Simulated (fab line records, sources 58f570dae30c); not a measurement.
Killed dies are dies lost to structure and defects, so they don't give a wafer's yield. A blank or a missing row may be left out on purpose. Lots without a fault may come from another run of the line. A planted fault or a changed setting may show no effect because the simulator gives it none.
Tool commonality check | flow berkeley_cmos170 | 14 lots, 42 wafers sampled

WHY IT WAS OPENED
At UCB170_GATE_THK_MEAS_02 the reading GATE_OXIDE_THK is flagged on 2 of 14 lots. Wafers without a fault read 6.58 nm, standard deviation 0.13.
Rule: a lot is flagged when every wafer of it that has a number lies more than 4 standard deviations from that mean, or none has a number. The other lots count as sound.

lot  | measured     | on            | GATE_OXIDE_THK (nm), wafer by wafer | flag
L368 | day 6 08:46  | film_metro-02 | 6.73 6.79 6.73                      |
L370 | day 7 03:46  | film_metro-04 | 6.57 6.45 6.47                      |
L375 | day 8 06:11  | film_metro-02 | 6.61 6.55 6.63                      |
L374 | day 8 06:12  | film_metro-03 | 6.42 6.55 6.57                      |
L377 | day 8 09:03  | film_metro-02 | 10.75 10.23 10.34                   | FLAGGED
L380 | day 8 14:08  | film_metro-03 | 6.49 6.43 6.36                      |
L382 | day 9 12:08  | film_metro-02 | 10.82 11.07 10.91                   | FLAGGED
L384 | day 9 21:25  | film_metro-03 | 6.84 6.85 6.88                      |
L385 | day 9 21:25  | film_metro-02 | 6.76 6.81 6.71                      |
L386 | day 10 06:19 | film_metro-03 | 6.79 6.70 6.64                      |
L388 | day 10 20:50 | film_metro-03 | 6.65 6.50 6.33                      |
L391 | day 11 07:20 | film_metro-03 | 6.39 6.59 6.52                      |
L390 | day 11 07:21 | film_metro-02 | 6.51 6.52 6.54                      |
L389 | day 11 07:25 | film_metro-02 | 6.33 6.41 6.43                      |
The numbers of the flagged lots are 10.69 nm on average: +4.11 nm against the usual, or +32 standard deviations.

WHICH TOOL RAN EACH LOT
The record holds 1 process step before the reading, out of a route of 331 steps. In each cell: the tool, then ch and the chambers that the sampled wafers went through, then the start.
lot  | flag    | UCB170_GATE_OXIDATION_01
L368 |         | furnace-02 ch 0, day 6 07:13
L370 |         | furnace-02 ch 0, day 7 02:16
L375 |         | furnace-01 ch 0, day 8 04:41
L374 |         | furnace-01 ch 0, day 8 04:41
L377 | FLAGGED | furnace-04 ch 0, day 8 05:07 and furnace-01 ch 0, day 8 07:32
L380 |         | furnace-04 ch 0, day 8 12:38
L382 | FLAGGED | furnace-01 ch 0, day 9 07:53 and furnace-04 ch 0, day 9 10:38
L384 |         | furnace-02 ch 0, day 9 19:55
L385 |         | furnace-02 ch 0, day 9 19:55
L386 |         | furnace-02 ch 0, day 10 04:49
L388 |         | furnace-02 ch 0, day 10 19:20
L391 |         | furnace-01 ch 0, day 11 05:50
L390 |         | furnace-01 ch 0, day 11 05:50
L389 |         | furnace-01 ch 0, day 11 05:50
What these steps do:
- UCB170_GATE_OXIDATION_01: target thk 6.6 nm, ox time 1800 s.
- UCB170_GATE_THK_MEAS_02

FLAGGED OVER TOTAL, TOOL BY TOOL (the gauges that took the reading come last)
step                     | tool          | lots run | flagged | share of the flagged lots | sound lots run after its first flagged lot
UCB170_GATE_OXIDATION_01 | furnace-01    | 7        | 2       | all                       | 3 (L389,L390,L391)
UCB170_GATE_OXIDATION_01 | furnace-02    | 6        | 0       | none                      | -
UCB170_GATE_OXIDATION_01 | furnace-04    | 3        | 2       | all                       | 1 (L380)
UCB170_GATE_THK_MEAS_02  | film_metro-02 | 7        | 2       | all                       | 3 (L385,L390,L389)
UCB170_GATE_THK_MEAS_02  | film_metro-03 | 6        | 0       | none                      | -
UCB170_GATE_THK_MEAS_02  | film_metro-04 | 1        | 0       | none                      | -

WHAT THE TABLE ALLOWS
3 rows of the table ran every flagged lot: furnace-01 at UCB170_GATE_OXIDATION_01, furnace-04 at UCB170_GATE_OXIDATION_01, film_metro-02 at UCB170_GATE_THK_MEAS_02.
- furnace-01 at UCB170_GATE_OXIDATION_01: 2 of its 7 lots flagged. Sound lots ran on it after the first flagged one (L389, L390, L391), which a lasting fault on the whole tool wouldn't allow.
- furnace-04 at UCB170_GATE_OXIDATION_01: 2 of its 3 lots flagged. Sound lots ran on it after the first flagged one (L380), which a lasting fault on the whole tool wouldn't allow.
- film_metro-02 at UCB170_GATE_THK_MEAS_02: 2 of its 7 lots flagged. Sound lots ran on it after the first flagged one (L385, L390, L389), which a lasting fault on the whole tool wouldn't allow.
No row of the table ran every flagged lot and no sound lot after the first.

WHAT THE SIMULATOR HAD PUT IN
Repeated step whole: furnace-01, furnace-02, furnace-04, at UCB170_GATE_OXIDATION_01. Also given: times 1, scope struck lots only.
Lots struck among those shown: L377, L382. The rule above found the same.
